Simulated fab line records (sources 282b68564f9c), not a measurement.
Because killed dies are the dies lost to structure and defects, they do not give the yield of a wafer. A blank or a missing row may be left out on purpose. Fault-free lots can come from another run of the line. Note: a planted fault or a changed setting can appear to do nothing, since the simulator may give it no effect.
Which tool is to blame? ; flow rit_cmos ; 42 wafers from 14 lots sampled at 2 of the route's 202 steps

## WHAT THE GAUGES SHOWED, per wafer
The record holds no reading of a measuring or inspecting step that can be judged against a usual standard deviation.

## WHICH TOOL RAN EACH LOT (tool, then ch and the chambers of the sampled wafers, then the start)
lot;RIT_CONTACT_ETCH_11;RIT_M1_PROBE_99
L539;rie_diel-03 ch 0,1,3, day 3 06:24;-
L541;rie_diel-04 ch 0,3, day 3 16:24;-
L543;rie_diel-04 ch 0,3, day 4 02:59;prober-01, day 4 07:58
L544;rie_diel-04 ch 0,2,3, day 4 06:28;-
L545;rie_diel-02 ch 0,1,2, day 4 12:08;-
L546;rie_diel-03 ch 0,2, day 4 21:09;prober-02, day 5 02:04
L547;rie_diel-02 ch 1,2,3, day 5 00:46;prober-01, day 5 05:48
L548;rie_diel-04 ch 1,2,3, day 5 06:22;prober-02, day 5 11:13
L549;rie_diel-03 ch 0,1,3, day 5 08:45;prober-02, day 5 13:56
L553;rie_diel-04 ch 0,1,3, day 6 07:47;prober-02, day 6 12:46
L554;rie_diel-03 ch 0,1,3, day 6 10:49;prober-01, day 6 16:08
L556;rie_diel-03 ch 1,3, day 6 22:56;prober-01, day 7 03:58
L557;rie_diel-04 ch 1,2,3, day 7 01:29;prober-02, day 7 06:34
L562;rie_diel-03 ch 0,1,3, day 8 04:44;-
- RIT_CONTACT_ETCH_11: etches SiO2 in CHF3/CF4/Ar, stops on TiSi2, target depth 480 nm, time 320 s.
- RIT_M1_PROBE_99

## AS READ BY THE TOOLS THEMSELVES (means over the sampled wafers that have a number; for cases with no such wafer, the mark the record gives instead)
RIT_CONTACT_ETCH_11.
lot;tool;drypump_motor_current_A (A);oes_product_au (a.u.);throttle_valve_pct (%)
L539;rie_diel-03;5.5;0.990;8.83
L541;rie_diel-04;6.1;1.007;8.86
L543;rie_diel-04;6.1;1.003;8.85
L544;rie_diel-04;6.1;0.986;8.81
L545;rie_diel-02;5.6;0.988;8.89
L546;rie_diel-03;5.7;0.988;8.88
L547;rie_diel-02;5.6;0.988;8.83
L548;rie_diel-04;6.1;0.975;8.78
L549;rie_diel-03;5.5;0.991;8.83
L553;rie_diel-04;6.0;1.000;8.83
L554;rie_diel-03;5.5;0.988;8.82
L556;rie_diel-03;5.6;0.977;8.82
L557;rie_diel-04;6.1;0.976;8.77
L562;rie_diel-03;5.5;0.995;8.83

RIT_M1_PROBE_99.
lot;tool;killed_at_M0_to_M3;killed_at_contacts;killed_at_front_end;killed_dies;killed_on_rim;killed_open;killed_short
L543;prober-01;0.0;0.0;3.3;3.3;1.3;1.7;1.7
L546;prober-02;0.0;0.0;6.3;6.3;1.0;3.0;3.3
L547;prober-01;0.0;0.3;9.7;10.0;2.3;5.3;4.7
L548;prober-02;0.0;0.0;4.7;4.7;1.3;3.0;1.7
L549;prober-02;0.0;0.0;6.0;6.0;1.7;3.3;2.7
L553;prober-02;0.0;13.0;7.3;20.3;2.7;3.3;4.0
L554;prober-01;0.0;0.5;2.5;3.0;1.0;1.5;1.5
L556;prober-01;0.0;0.3;6.7;7.0;2.7;3.0;4.0
L557;prober-02;0.0;14.0;6.3;20.3;2.3;4.0;2.3

## THE ANSWER, worked out from the rows above alone
Rule: the usual values come from the lots themselves. The widest of any qualifying gaps counts: lots, ordered by their means at a reading, are off when they make up no more than a third of the lots, leave a main group of 4 or more, and stand apart from it by 3 or more times the standard deviation of that group's means. The tables above print the reading to a certain number of digits; a main group whose means all agree to those digits is not used. A lot without any number at a reading at which 4 lots or more have one is off too. The other lots that the step has rows for count as sound. First the gauges in route order, then the tools' own readings, where a lot's mean is used as printed above. The first step at which some lot is off is used, and at that step the reading that is off furthest; a lot without a number counts as furthest.
Off, at RIT_M1_PROBE_99 on killed_at_contacts: L553, L557. Main group: mean 0.2, sd 0.19. Neither off nor sound, because the step has no rows for them: L539, L541, L544, L545, L562.
A tool fits if, at that step or a process step before it, it ran every lot that is off, and no sound lot after the first of them. Undecided on this evidence; 2 tools fit (rie_diel-04 at RIT_CONTACT_ETCH_11, prober-02 at RIT_M1_PROBE_99).

## WHAT THE SIMULATOR HAD PUT IN
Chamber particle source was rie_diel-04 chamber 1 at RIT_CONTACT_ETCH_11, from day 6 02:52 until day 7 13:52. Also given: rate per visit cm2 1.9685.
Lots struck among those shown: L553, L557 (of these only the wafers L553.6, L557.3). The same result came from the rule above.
